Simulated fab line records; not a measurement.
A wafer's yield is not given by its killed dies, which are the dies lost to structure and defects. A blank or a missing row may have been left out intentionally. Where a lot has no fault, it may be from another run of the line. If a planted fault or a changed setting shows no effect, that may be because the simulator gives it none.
A struck lot beside a sound one	flow rit cmos	15 out of 202 route steps
Sound: these wafers, L282.2, L282.4, L282.5. Wafers struck: L290.2, L290.3, L290.5. The cause is given at the end.
Order at every step that has rows: each side's tool, ch and its chambers, its first start. Under that, the readings that differ: sound wafers	struck wafers	difference of the means	sigmas: that difference in standard deviations of wafers without a fault.
alike: readings with means less than 2 such deviations apart, plus words and numbers identical on both sides. not compared: withheld readings, readings lacking a value on some wafer, bounds such as >300 that could conceal the same value, and numbers that have no deviation in the record and whose values overlap.
Wherever a step has rows on one side only, a row that says differs or no value, or a row with sigmas, the two part there. When numbers do not overlap yet have no deviation, they are printed without sigmas and do not part them. A reading missing from all wafers of one side parts the sides only when that side holds two or more wafers.

first, 3 steps without rows for these wafers: RIT_SDANNEAL_CLEAN_00 (cleans in SC1, time 600 s); RIT_SDANNEAL_CLEAN_01 (cleans in dHF, time 30 s); RIT_SDANNEAL_CLEAN_02 (cleans in SC2, time 600 s).
RIT_SDANNEAL_RTA_03: time 5 s.
  sound on rtp anneal-02 ch 0, day 3 12:15; struck on rtp anneal-02 ch 0, day 4 20:16
  alike: chamber o2 ppm, wafer_temp_C_max
RIT_SDANNEAL_RS_MEAS_04: a four-point-probe measurement.
  sound on film metro-03, day 3 12:19; struck on film metro-04, day 4 20:20
  alike: PSD_RS
RIT_SDANNEAL_RS_MEAS_05: a four-point-probe measurement.
  sound on film metro-03, day 3 12:26; struck on film metro-04, day 4 20:28
  alike: NSD_RS
RIT_SDANNEAL_RS_MEAS_06: a four-point-probe measurement.
  sound on film metro-03, day 3 12:34; struck on film metro-04, day 4 20:35
  alike: PLDD_RS
RIT_SDANNEAL_RS_MEAS_07: a four-point-probe measurement.
  sound on film metro-03, day 3 12:41; struck on film metro-04, day 4 20:42
  alike: NLDD_RS
then, 1 step without rows for these wafers: RIT_SILICIDE_WET_ETCH_00 (etches SiO2 in BOE, target depth 14 nm, time 15 s).
RIT_SILICIDE_SPUTTER_01: material Ti, target thk 30 nm, time 229.8 s.
  sound on pvd sputter-04, day 3 12:47; struck on pvd sputter-04, day 4 20:49
  alike: throttle valve pct
RIT_SILICIDE_RS_MEAS_02: a four-point-probe measurement.
  sound on film metro-01, day 3 12:58; struck on film metro-01, day 4 20:59
  alike: SILICIDE_TI_RS
RIT_SILICIDE_THK_MEAS_03: measures by xrf.
  sound on film metro-01, day 3 13:04; struck on film metro-01, day 4 21:06
  alike: SILICIDE_TI_THK
RIT_SILICIDE_RTA_04: time 10 s, ramp up 5 s, ramp down 5 s.
  sound on rtp anneal-02 ch 0, day 3 13:08; struck on rtp anneal-01 ch 0, day 4 21:10
reading	sound	struck	difference	sigmas
wafer_temp_C_max	652.2 651.5 652.0	646.1 646.6 646.7	-5.4	-6
  alike: chamber o2 ppm
then, 1 step without rows for these wafers: RIT_SILICIDE_WET_ETCH_05 (etches Ti in SPM, time 120 s).
RIT_M1_PROBE_99:
  sound on prober-01, day 3 19:56; struck on prober-02, day 5 03:58
reading	sound	struck	difference	sigmas
killed at front end	0 4 4	11 12 7	+7	+2
killed dies	0 4 4	11 12 7	+7	+2
killed short	0 2 0	10 5 5	+6	+3
model.etest.npoly line.rs ohm sq	17.26 17.32 17.24	17.84 18.01 17.94	+0.66	
model.etest.ppoly line.rs ohm sq	16.73 16.89 16.78	17.27 17.49 17.41	+0.59	
model.etest.npoly sal.rs ohm sq	4.49 4.476 4.473	4.617 4.642 4.664	+0.161	
model.etest.ppoly sal.rs ohm sq	4.426 4.442 4.455	4.591 4.62 4.649	+0.179	
model.etest.pplus sal.rs ohm sq	4.462 4.415 4.444	4.597 4.617 4.608	+0.167	
model.etest.nplus sal.rs ohm sq	4.452 4.423 4.402	4.555 4.587 4.612	+0.159	
model.etest.pplus sal.line ohm um	1.31 1.315 1.288	1.321 1.336 1.345	+0.030	
model.etest.nplus sal.line ohm um	1.286 1.296 1.263	1.327 1.32 1.331	+0.044	
  alike: killed at contacts, killed open

## WHERE THEY PART
Earliest at RIT_SILICIDE_RTA_04; latest, in this record, at RIT_M1_PROBE_99.

WHY: what had been put in by the simulator
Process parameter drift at RIT_SILICIDE_RTA_04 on rtp anneal-01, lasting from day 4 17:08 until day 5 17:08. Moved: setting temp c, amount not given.
